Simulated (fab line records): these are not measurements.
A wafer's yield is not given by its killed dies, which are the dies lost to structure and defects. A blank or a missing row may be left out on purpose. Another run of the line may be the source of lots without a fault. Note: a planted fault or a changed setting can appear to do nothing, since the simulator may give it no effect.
Which tool did it?	flow ritCmos	13 lots with 39 wafers sampled at 3 steps, on a route of 202 steps

## WHAT THE GAUGES READ, wafer by wafer
RIT_FOX2_THK_MEAS_90. Usual: FIELD_OXIDE_LEFT_1_THK gives 323 nm (standard deviation 6.5).
lot	measured	on	FIELD_OXIDE_LEFT_1_THK (nm)	flag
L290	day 1 20:50	filmMetro-01	328 326 327	
L291	day 2 05:38	filmMetro-03	332 325 329	
L292	day 2 06:15	filmMetro-01	322 324 322	
L293	day 2 16:41	filmMetro-04	323 326 320	
L294	day 2 19:51	filmMetro-01	320 328 320	
L296	day 3 03:16	filmMetro-01	316 313 321	
L298	day 3 13:38	filmMetro-04	292 288 285	OFF
L300	day 3 23:17	filmMetro-01	334 332 337	
L303	day 4 13:35	filmMetro-04	323 325 326	
L308	day 5 14:02	filmMetro-04	329 323 326	
L309	day 5 20:02	filmMetro-01	334 334 330	
L310	day 6 00:19	filmMetro-03	325 330 331	
L311	day 6 06:36	filmMetro-04	328 332 336	

RIT_FOX2_THK_MEAS_91. Usual: FIELD_OXIDE_LEFT_2_THK gives 255 nm (standard deviation 6.5).
lot	measured	on	FIELD_OXIDE_LEFT_2_THK (nm)	flag
L290	day 2 11:10	filmMetro-01	261 259 260	
L291	day 2 18:31	filmMetro-04	264 257 261	
L292	day 2 19:49	filmMetro-03	255 257 255	
L293	day 3 05:13	filmMetro-01	255 258 252	
L294	day 3 09:52	filmMetro-03	252 260 252	
L296	day 3 15:47	filmMetro-01	248 244 253	
L298	day 4 03:05	filmMetro-04	225 221 217	OFF
L300	day 4 12:08	filmMetro-03	266 264 269	
L303	day 5 03:30	filmMetro-04	254 257 258	
L308	day 6 02:31	filmMetro-04	261 255 258	
L309	day 6 08:17	filmMetro-01	266 266 263	
L310	day 6 13:25	filmMetro-01	257 262 263	
L311	day 6 19:07	filmMetro-03	259 263 267	

## EACH LOT AND THE TOOL THAT RAN IT (in order: tool; ch and the chambers of the sampled wafers; start)
lot	RIT_FOX2_CLEAN_02
L290	wetBench-04 ch 1, day 1 20:01
L291	wetBench-04 ch 3, day 2 04:49
L292	wetBench-02 ch 2, day 2 05:25
L293	wetBench-04 ch 0, day 2 15:52
L294	wetBench-01 ch 1, day 2 19:02
L296	wetBench-02 ch 0, day 3 02:26
L298	wetBench-02 ch 0, day 3 12:49
L300	wetBench-01 ch 0, day 3 22:24
L303	wetBench-04 ch 3, day 4 12:41
L308	wetBench-04 ch 2, day 5 13:13
L309	wetBench-01 ch 2, day 5 19:13
L310	wetBench-04 ch 2, day 5 23:30
L311	wetBench-04 ch 3, day 6 05:42
- RIT_FOX2_CLEAN_02: cleans in dHF, time 180 s.

## WHAT THE TOOLS THEMSELVES READ (means of the sampled wafers that have a number; where no wafer has one, the mark that the record gives instead)
RIT_FOX2_CLEAN_02. Usual: runLengthS 208 s, standard deviation 3.6.
lot	tool	runLengthS (s)	flag
L290	wetBench-04	207	
L291	wetBench-04	205	
L292	wetBench-02	206	
L293	wetBench-04	207	
L294	wetBench-01	212	
L296	wetBench-02	212	
L298	wetBench-02	572	OFF
L300	wetBench-01	206	
L303	wetBench-04	206	
L308	wetBench-04	205	
L309	wetBench-01	213	
L310	wetBench-04	203	
L311	wetBench-04	214	

## THE ANSWER, worked out from the rows above alone
Rule: lot off if the mean of its wafers having a number is beyond 3 standard deviations from the usual mean. Also off: a lot with no number at a reading for which 4 or more lots have one. All remaining lots with rows at the step are treated as sound. First the gauges in route order, then the tools' own readings, where a lot's mean is used as printed above. At the first step where some lot is off, the reading lying furthest off is the one used; lots without a number count as furthest.
Off: L298, at RIT_FOX2_THK_MEAS_90 (FIELD_OXIDE_LEFT_1_THK).
A tool fits if, at a process step before that reading, it ran every lot that is off, and no sound lot after the first of them. Not tried: the gauges at RIT_FOX2_THK_MEAS_90; whatever is off there is also off at RIT_FOX2_CLEAN_02, on other tools, and gauge error can't account for it. One fits: wetBench-02 at RIT_FOX2_CLEAN_02. A fault onset in the window from L296 (day 3 02:26, its last sound lot) to L298 (day 3 12:49, its first lot off) fits.
On the lots that are off, the tool's own readings at RIT_FOX2_CLEAN_02 differ by more than 5 times the standard deviation of the sound lots' means, which bears it out; runLengthS reads 572 s there versus 208 s on the sound lots.

## WHAT HAD BEEN PUT IN BY THE SIMULATOR
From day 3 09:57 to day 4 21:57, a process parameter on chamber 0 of wetBench-02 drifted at RIT_FOX2_CLEAN_02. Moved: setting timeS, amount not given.
Struck lots among those shown: L298. Same finding as the rule above.
